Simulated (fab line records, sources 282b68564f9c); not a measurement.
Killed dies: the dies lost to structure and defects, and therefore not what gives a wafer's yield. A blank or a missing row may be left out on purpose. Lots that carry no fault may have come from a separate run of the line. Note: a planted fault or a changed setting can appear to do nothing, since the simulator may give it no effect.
fab line records | flow ritCmos
record lots=7 | wafers=21 | lastDay=7
route steps=202 shown GATE@96 REOX@98 NLDD@103
lots that met no fault: taken from a fault-free run of the same line
startH: hours from the record's opening day to when the first of the lot's shown wafers began | waitH: hours elapsed since this lot's preceding step | " same as the row above | L1.1+2: a row that stands for several wafers | - either no value or no given start | * or withheld: withheld | < > ~ a bound
route shown NAME@n: a module of which the file shows steps, and the number in the route of the first | usual: mean and standard deviation over wafers with no fault | same: alike in all rows | chamber/n: place in a boat | sites: the reading at each site | _std_site: the standard deviation of these | _edge_site: outer sites' mean less inner sites' | radiusMm: for every site, how far away it sits from the centre of the wafer | mask NAME#n: copy n | behind: the last tool/chamber to shape the wafer | hold: why the lot was held/for how many hours/how that ended | device: the n, p or np transistor that did not switch | end of line: tests of these same wafers at the route's end | a step without rows: its recipe alone | killed: the dies lost at the first sort to structure and to defects; this is not the yield of the wafer | map: shows each die of a wafer: x if killed, . if not, _ if none is there
set.NAME: the run value of the setting; set.NAME@STEP: its run value at that earlier step | model.NAME: the simulator's own value behind a step, which no gauge read
lots at some steps of the route; a table a step, a row a wafer
services: from which hour (startH, from the record's first day; less than 0 if before it) a tool's chamber was out of use, for how many hours, and why
## steps
# step RIT_GATE_STRIP_20
# recipe chemistry=O2 | timeS=180 | resist=NOVOLAK | platenTempC=withheld | powerW=500 | pressureMtorr=4000 | o2FlowSccm=4000
# usual drypumpMotorCurrentA=5.7/0.34
lot.wafer | tool           | chamber | startH | waitH | drypumpMotorCurrentA | rfHoursCounterH
L245.4    | plasmaAsher-03 | 1       | 71.99  | 0.1   | 6.0                  | -
L245.5    | "              | 1       | "      | "     | 6.0                  | -
L245.6    | "              | 0       | "      | "     | 5.6                  | -
L246.2    | plasmaAsher-01 | 1       | 77.84  | 0.1   | 5.1                  | 45
L246.3    | "              | 1       | "      | "     | 5.1                  | -
L246.6    | "              | 0       | "      | "     | 5.7                  | -
L247.2    | plasmaAsher-02 | 1       | 84.45  | 0.1   | 5.5                  | 47
L247.3    | "              | 0       | "      | "     | 6.1                  | -
L247.5    | "              | 1       | "      | "     | 5.5                  | -
L248.2    | plasmaAsher-02 | 1       | 88.73  | 0.1   | 5.5                  | 47
L248.4    | "              | 1       | "      | "     | 5.5                  | -
L248.5    | "              | 0       | "      | "     | 6.1                  | -
L256.1    | plasmaAsher-01 | 0       | 127.79 | 0.1   | 5.8                  | 51
L256.2    | "              | 1       | "      | "     | 5.1                  | 51
L256.6    | "              | 1       | "      | "     | 5.1                  | -
L257.1    | plasmaAsher-02 | 1       | 132.18 | 0.1   | 5.5                  | 1
L257.3    | "              | 0       | "      | "     | 6.1                  | -
L257.6    | "              | 1       | "      | "     | 5.5                  | -
L258.2    | plasmaAsher-03 | 1       | 136.48 | 0.1   | 6.0                  | 31
L258.4    | "              | 1       | "      | "     | 5.9                  | -
L258.5    | "              | 1       | "      | "     | 6.0                  | -
# step RIT_GATE_CD_MEAS_90
# recipe targetCdNm=150
# usual cdNm=149.2/2
lot.wafer | tool     | chamber | startH | waitH | cdNm
L245.4    | cdSem-02 | -       | 72.16  | 0.1   | 148.7
L245.5    | "        | -       | "      | "     | 149.4
L245.6    | "        | -       | "      | "     | 150.4
L246.2    | cdSem-02 | -       | 78.04  | 0.1   | 150.3
L246.3    | "        | -       | "      | "     | 149.0
L246.6    | "        | -       | "      | "     | 148.0
L247.2    | cdSem-02 | -       | 84.64  | 0.1   | 146.5
L247.3    | "        | -       | "      | "     | 150.7
L247.5    | "        | -       | "      | "     | 148.3
L248.2    | cdSem-01 | -       | 88.93  | 0.1   | 146.5
L248.4    | "        | -       | "      | "     | 148.2
L248.5    | "        | -       | "      | "     | 147.3
L256.1    | cdSem-01 | -       | 127.96 | 0.1   | 148.8
L256.2    | "        | -       | "      | "     | 149.6
L256.6    | "        | -       | "      | "     | 149.1
L257.1    | cdSem-01 | -       | 132.36 | 0.1   | 149.5
L257.3    | "        | -       | "      | "     | 151.4
L257.6    | "        | -       | "      | "     | 150.5
L258.2    | cdSem-01 | -       | 136.68 | 0.1   | 145.7
L258.4    | "        | -       | "      | "     | 144.8
L258.5    | "        | -       | "      | "     | 146.3
# step RIT_REOX_CLEAN_00
# recipe chemistry=SC1 | mix=3:3:50 | timeS=600 | tempC=73.76
# step RIT_REOX_CLEAN_01
# recipe chemistry=dHF | dilution=50:1 | timeS=30
# step RIT_REOX_CLEAN_02
# recipe chemistry=SC2 | mix=3:3:50 | timeS=600 | tempC=75 | dry=n2Spin
# step RIT_REOX_OXIDATION_03
# recipe tempC=900 | ambient=O2 | targetThkA=252 | oxTimeS=5580
# step RIT_REOX_THK_MEAS_04
# recipe reads=SiO2_of_REOX_OXIDATION_03
# usual REOX_OXIDE_THK=25.2/0.49
lot.wafer | tool         | chamber | startH | waitH | REOX_OXIDE_THK[nm]
L245.4    | filmMetro-02 | -       | 75.17  | 0.0   | 24.1
L245.5    | "            | -       | "      | "     | 24.2
L245.6    | "            | -       | "      | "     | 24.6
L246.2    | filmMetro-03 | -       | 81.08  | 0.0   | 25.1
L246.3    | "            | -       | "      | "     | 25.2
L246.6    | "            | -       | "      | "     | 24.6
L247.2    | filmMetro-01 | -       | 87.98  | 0.0   | 25.0
L247.3    | "            | -       | "      | "     | 25.1
L247.5    | "            | -       | "      | "     | 25.3
L248.2    | filmMetro-02 | -       | 91.96  | 0.0   | 25.6
L248.4    | "            | -       | "      | "     | 25.1
L248.5    | "            | -       | "      | "     | 24.9
L256.1    | filmMetro-01 | -       | 131.00 | 0.0   | 25.4
L256.2    | "            | -       | "      | "     | 25.7
L256.6    | "            | -       | "      | "     | 25.4
L257.1    | filmMetro-03 | -       | 135.48 | 0.0   | 25.5
L257.3    | "            | -       | "      | "     | 25.7
L257.6    | "            | -       | "      | "     | 25.3
L258.2    | filmMetro-01 | -       | 140.40 | 0.0   | 25.3
L258.4    | "            | -       | "      | "     | 25.2
L258.5    | "            | -       | "      | "     | 25.2
# step RIT_NLDD_HMDS_00
# recipe primeTimeS=60 | primeTempC=140
# step RIT_NLDD_COAT_01
# recipe resist=NOVOLAK | spinRpm=3250 | resistThkNm=1000
# step RIT_NLDD_SOFTBAKE_02
# recipe resist=NOVOLAK | tempC=90 | timeS=60
# step RIT_NLDD_EXPOSE_03
# recipe maskId=M7 | na=0.57 | targetCdNm=40700 | doseMj=250
# step RIT_NLDD_PEB_04
# recipe resist=NOVOLAK | tempC=withheld | timeS=withheld
# step RIT_NLDD_DEVELOP_05
# recipe resist=NOVOLAK | developTimeS=50 | devTempC=23.51
# usual chillPlateTempC=22.99/0.12 | developTimeS=50/0
lot.wafer | tool          | chamber | startH | waitH | chillPlateTempC | developTimeS
L245.4    | lithoTrack-01 | 0       | 75     | -     | 23.10           | 50
L245.5    | "             | 0       | 76     | -     | 23.16           | 50
L245.6    | "             | 0       | "      | "     | 23.08           | 50
L246.2    | lithoTrack-04 | -       | 81     | -     | -               | -
L246.3    | "             | -       | "      | "     | -               | -
L246.6    | "             | -       | "      | "     | -               | -
L247.2    | lithoTrack-04 | -       | 88     | -     | -               | -
L247.3    | "             | -       | "      | "     | -               | -
L247.5    | "             | -       | "      | "     | -               | -
L248.2    | lithoTrack-04 | -       | 92     | -     | -               | -
L248.4    | "             | -       | "      | "     | -               | -
L248.5    | "             | -       | "      | "     | -               | -
L256.1    | lithoTrack-04 | 0       | 131    | -     | 22.96           | 50
L256.2    | "             | 0       | "      | "     | 23.02           | 50
L256.6    | "             | 0       | 132    | -     | 23.04           | 50
L257.1    | lithoTrack-01 | 0       | 136    | -     | 23.05           | 50
L257.3    | "             | 0       | "      | "     | 23.03           | 50
L257.6    | "             | 0       | "      | "     | 23.10           | 50
L258.2    | lithoTrack-03 | 0       | 141    | -     | 23.00           | 50
L258.4    | "             | 0       | "      | "     | 23.14           | 50
L258.5    | "             | 0       | "      | "     | 23.08           | 50
# step RIT_NLDD_OVL_MEAS_06
# usual NLDD_OVL=0.1/1.4
lot.wafer | tool       | chamber | startH | waitH | NLDD_OVL[nm]
L245.4    | overlay-02 | -       | 76.07  | -     | -0.3
L245.5    | "          | -       | "      | "     | -0.1
L245.6    | "          | -       | "      | "     | -0.6
L246.2    | overlay-01 | -       | 81.99  | -     | -
L246.3    | "          | -       | "      | "     | -
L246.6    | "          | -       | "      | "     | -
L247.2    | overlay-01 | -       | 89.01  | -     | -
L247.3    | "          | -       | "      | "     | -
L247.5    | "          | -       | "      | "     | -
L248.2    | overlay-01 | -       | 92.86  | -     | -
L248.4    | "          | -       | "      | "     | -
L248.5    | "          | -       | "      | "     | -
L256.1    | overlay-01 | -       | 132.05 | -     | -2.2
L256.2    | "          | -       | "      | "     | -2.0
L256.6    | "          | -       | "      | "     | -0.1
L257.1    | overlay-02 | -       | 136.46 | -     | -2.1
L257.3    | "          | -       | "      | "     | -1.2
L257.6    | "          | -       | "      | "     | -0.9
L258.2    | overlay-01 | -       | 141.41 | -     | 0.2
L258.4    | "          | -       | "      | "     | 1.0
L258.5    | "          | -       | "      | "     | -0.9
## services
tool           | chamber | startH | hours | kind
plasmaAsher-02 | -       | 60.59  | 2.8   | repair
plasmaAsher-02 | -       | 108.92 | 9.0   | pm
plasmaAsher-02 | 0       | 108.92 | 9.0   | ventCycle
plasmaAsher-02 | 1       | 108.92 | 9.0   | ventCycle
plasmaAsher-02 | 0       | 117.92 | -     | clean
plasmaAsher-02 | 1       | 117.92 | -     | clean
## key
firstSign step=RIT_NLDD_DEVELOP_05 | reading=toolRecord | direction=missing
effect none on later readings
metAt RIT_NLDD_DEVELOP_05
struckWafers L246.2,L246.3,L246.6,L247.2,L247.3,L247.5,L248.2,L248.4,L248.5
rowsEnd L246.2,L246.3,L246.6
sortLeftOut L247.2,L247.3,L247.5,L248.2,L248.4,L248.5
testerLeftOut L247,L248
fault kind=skippedStepWhole | tool=lithoTrack-04 | chamber=- | onsetH=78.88 | steps=RIT_NLDD_DEVELOP_05 | scope=struckLotsOnly
# testerLeftOut: of these lots the tester's yield and bins aren't shown, on N5 and GAA mostly nor the transistor test; their killed dies are dies lost to structure and defects alone, not to doping, threshold or leakage, so they don't give the yield
# sortLeftOut: the simulated sort isn't trusted on such a fault, so these wafers' sort isn't shown, and their yield isn't known
# rowsEnd: these wafers met a further fault down the route, and their rows from its step on are left out
